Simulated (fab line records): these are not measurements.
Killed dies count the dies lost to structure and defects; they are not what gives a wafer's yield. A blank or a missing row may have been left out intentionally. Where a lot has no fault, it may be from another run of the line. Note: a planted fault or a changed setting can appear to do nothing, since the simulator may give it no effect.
A struck lot beside a sound one | flow rit_cmos | 18 steps out of a route of 202
Sound: these wafers, L237.1, L237.5, L237.6. Wafers L240.1, L240.3, L240.6 were the ones struck. Last of all comes the cause.
Order at every step that has rows: each side's tool, ch and its chambers, its first start. Under that, the readings that differ: sound wafers | struck wafers | difference of the means | sigmas: that difference in standard deviations of wafers without a fault.
alike: readings with means less than 2 such deviations apart, plus words and numbers identical on both sides. not compared: withheld readings, readings lacking a value on some wafer, bounds such as >300 that could conceal the same value, and numbers that have no deviation in the record and whose values overlap.
The two part at a step that has a row with sigmas, a row that says differs or no value, or rows on one side only. Numbers that have no deviation but don't overlap get no sigmas and don't part them. Lack of a reading on every wafer of one side parts them only where that side has two or more wafers.

first, 1 step without rows for these wafers: RIT_PWELL_DEVELOP_05 (develop time 68 s).
RIT_PWELL_OVL_MEAS_06:
  sound: overlay-01 at day 4 16:20; struck: overlay-02 at day 5 07:38
  alike: PWELL_OVL
then, 2 steps without rows for these wafers: RIT_PWELL_HARDBAKE_07 (time 120 s); RIT_PWELL_IMPLANT_08.
RIT_PWELL_STRIP_09: strips in O2, time 180 s.
  sound on plasma_asher-04 ch 0,1, day 4 16:46; struck on plasma_asher-01 ch 1, day 5 08:04
  alike: drypump_motor_current_A
  not compared: rf_hours_counter_h
RIT_PWELL_TW_MEAS_10:
  sound: film_metro-04 at day 4 16:56; struck: film_metro-04 at day 5 08:14
  alike: PWELL_TW
then, 1 step without rows for these wafers: RIT_WELLDRIVE_ANNEAL_00 (time 14700 s).
RIT_WELLDRIVE_RS_MEAS_01: measures by four-point-probe.
  sound: film_metro-02 at day 4 23:37; struck: film_metro-04 at day 5 14:21
  alike: NWELL_RS
RIT_WELLDRIVE_RS_MEAS_02: measures by four-point-probe.
  sound: film_metro-02 at day 4 23:44; struck: film_metro-04 at day 5 14:28
  alike: PWELL_RS
then, 3 steps without rows for these wafers: RIT_NRETRO_HMDS_00 (prime time 60 s); RIT_NRETRO_COAT_01 (resist thk 1300 nm); RIT_NRETRO_SOFTBAKE_02 (time 60 s).
RIT_NRETRO_EXPOSE_03: exposes mask M4, target cd 43900 nm.
  sound on iline_stepper-02 ch 0, day 5 00:26; struck on iline_stepper-01 ch 0, day 5 15:02
  reading                        | sound                | struck                        | difference | sigmas
  model.NRETRO.overlay_x_nm (nm) | -1.405 -1.405 -1.405 | 1.145e+04 1.145e+04 1.145e+04 | +1.145e+04 |
  alike: mask, exposure_dose_mJ_cm2
then, 2 steps without rows for these wafers: RIT_NRETRO_PEB_04; RIT_NRETRO_DEVELOP_05 (develop time 68 s).
RIT_NRETRO_OVL_MEAS_06:
  sound: overlay-02 at day 5 00:52; struck: overlay-02 at day 5 15:28
  reading         | sound          | struck | difference                    | sigmas
  NRETRO_OVL (nm) | -1.6 -2.8 -1.0 | - - -  | no value on the struck wafers |
then, 1 step without rows for these wafers: RIT_NRETRO_HARDBAKE_07 (time 120 s).
RIT_M1_PROBE_99:
  sound: prober-01 at day 6 06:28; struck: prober-02 at day 6 19:45
  reading                             | sound             | struck            | difference | sigmas
  killed_at_front_end                 | 11 6 4            | 264 264 264       | +257       | +95
  killed_dies                         | 11 6 4            | 264 264 264       | +257       | +95
  killed_on_rim                       | 2 3 3             | 70 70 70          | +67        | +48
  model.etest.pmos_0p3.r_on_ohm_um    | 6115 6150 6246    | 5146 5268 5195    | -967       |
  model.etest.pmos_turned.r_on_ohm_um | 3361 3396 3451    | 2775 2770 2815    | -616       |
  model.etest.pmos_0p15.r_on_ohm_um   | 2709 2744 2801    | 2330 2328 2353    | -414       |
  model.etest.nmos_0p3.r_on_ohm_um    | 2082 2081 2127    | 1932 1967 1956    | -145       |
  model.etest.nmos_turned.drive_ua_um | 342.6 337.2 337.4 | 425.2 420 417.4   | +81.8      |
  model.etest.nmos_0p15.drive_ua_um   | 483.9 474.6 471   | 545.4 542.2 542.8 | +67.0      |
  model.etest.nmos_0p15.r_on_ohm_um   | 1094 1088 1108    | 1057 1066 1066    | -34        |
  model.etest.pmos_0p15.drive_ua_um   | 260.3 257.4 251.7 | 341 336.4 334.1   | +81        |
  alike: killed_at_contacts, killed_open, killed_short

== WHERE THEY PART ==
Last at RIT_M1_PROBE_99 as far as this record goes, first at RIT_NRETRO_OVL_MEAS_06.

WHY: what the simulator had put in
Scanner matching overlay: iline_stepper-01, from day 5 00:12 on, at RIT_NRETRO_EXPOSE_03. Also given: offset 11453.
